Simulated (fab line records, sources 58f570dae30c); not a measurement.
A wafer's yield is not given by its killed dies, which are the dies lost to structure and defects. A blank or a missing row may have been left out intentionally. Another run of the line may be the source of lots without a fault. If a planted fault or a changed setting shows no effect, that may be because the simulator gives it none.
Struck lot and sound lot, side by side	flow berkeleyCmos170	16 out of 331 route steps
Sound: these wafers, L350.2, L350.3, L350.4. Wafers L364.3, L364.4, L364.6 were the ones struck. At the end, the cause is stated.
Each step with rows lists, per side, the tool, then ch with its chambers, then its first start. Under that, the readings that differ: sound wafers	struck wafers	difference of the means	sigmas: that difference in standard deviations of wafers without a fault.
alike: readings with means less than 2 such deviations apart, plus words and numbers identical on both sides. not compared: withheld readings, readings lacking a value on some wafer, bounds such as >300 that could conceal the same value, and numbers that have no deviation in the record and whose values overlap.
A row with sigmas, a row that says differs or no value, or rows on one side alone: a step with any of these is where the two part. Non-overlapping numbers with no deviation appear without sigmas and do not part them. Lack of a reading on every wafer of one side parts them only where that side has two or more wafers.

first, 1 step without rows for these wafers: UCB170_M2_SOFTBAKE_06 (time 60 s).
UCB170_M2_STRIP_07: strips in O2.
  sound on plasmaAsher-01 ch 0,1, day 9 15:04; struck on plasmaAsher-03 ch 0,1, day 12 05:08
  alike: drypumpMotorCurrentA, oesProductAu, stripTimeToEndpointS
  not compared: rfHoursCounterH
then, 7 steps without rows for these wafers: UCB170_M2_STRIP_08 (strips KrF in DMSO, time 600 s); UCB170_M2_COAT_09; UCB170_M2_COAT_10 (resist thk 900 nm); UCB170_M2_SOFTBAKE_11 (time 60 s); UCB170_M2_EXPOSE_12 (exposes mask METAL2, target cd 700 nm); UCB170_M2_PEB_13; UCB170_M2_DEVELOP_14 (develop time 45 s).
UCB170_M2_CD_MEAS_15 targets a cd of 700 nm.
  sound on cdSem-02 at day 9 17:09; struck on cdSem-02 at day 12 06:46
  alike: cdNm
UCB170_M2_OVL_MEAS_16:
  sound on overlay-01 at day 9 17:16; struck on overlay-02 at day 12 06:51
  alike: M2_OVL
UCB170_M2_ETCH_17: etches BARC in N2/H2.
  sound on rieDiel-04 ch 0,1,2, day 9 17:17; struck on rieDiel-02 ch 0,2, day 12 06:53
  alike: drypumpMotorCurrentA, oesProductAu, rfFwdPowerW, throttleValvePct
UCB170_M2_METAL_ETCH_18: etches Al in Cl2/BCl3, stops on SiO2, target depth 1170 nm, time 195 s.
  sound on rieMetal-04 ch 0,1, day 9 17:20; struck on rieMetal-01 ch 0,1, day 12 06:59
reading	sound	struck	difference	sigmas
oesProductAu (a.u.)	0.868 0.819 0.870	0.813 0.828 0.817	-0.033	-2
overEtchFrac	0.3 0.3 0.3	0.40998 0.40998 0.40998	+0.10998	
model.KrF_of_M2_COAT_10.thkNm (nm)	195.9 211.2 199.7	163.4 158.8 162.2	-40.8	
model.SiO2_of_V1_CVD_00.thkNm (nm)	936.9 937.9 935.3	931.8 933.8 934.7	-3.3	
  alike: drypumpMotorCurrentA, rfFwdPowerW, throttleValvePct
  not compared: rfHoursCounterH
UCB170_M2_STRIP_19: strips in O2.
  sound on plasmaAsher-03 ch 0,1, day 9 17:31; struck on plasmaAsher-03 ch 0,1, day 12 07:08
reading	sound	struck	difference	sigmas
oesProductAu (a.u.)	0.527 0.549 0.532	0.498 0.483 0.497	-0.043	-5
  alike: drypumpMotorCurrentA
  not compared: rfHoursCounterH
UCB170_M2_CD_MEAS_90 targets a cd of 700 nm.
  sound on cdSem-02 at day 9 17:38; struck on cdSem-02 at day 12 07:15
  alike: cdNm
next, for these wafers, 1 step has no rows: UCB170_M3_PROBE_99.

== WHERE THEY PART ==
At UCB170_M2_METAL_ETCH_18 first; at UCB170_M2_STRIP_19 last (within this record only). Later steps at which nothing parts them and some readings are alike: UCB170_M2_CD_MEAS_90.

WHY: what had been put in by the simulator
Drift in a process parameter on rieMetal-01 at UCB170_M2_METAL_ETCH_18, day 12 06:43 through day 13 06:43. From 0.3, the setting overEtchFrac moved by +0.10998. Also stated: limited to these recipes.
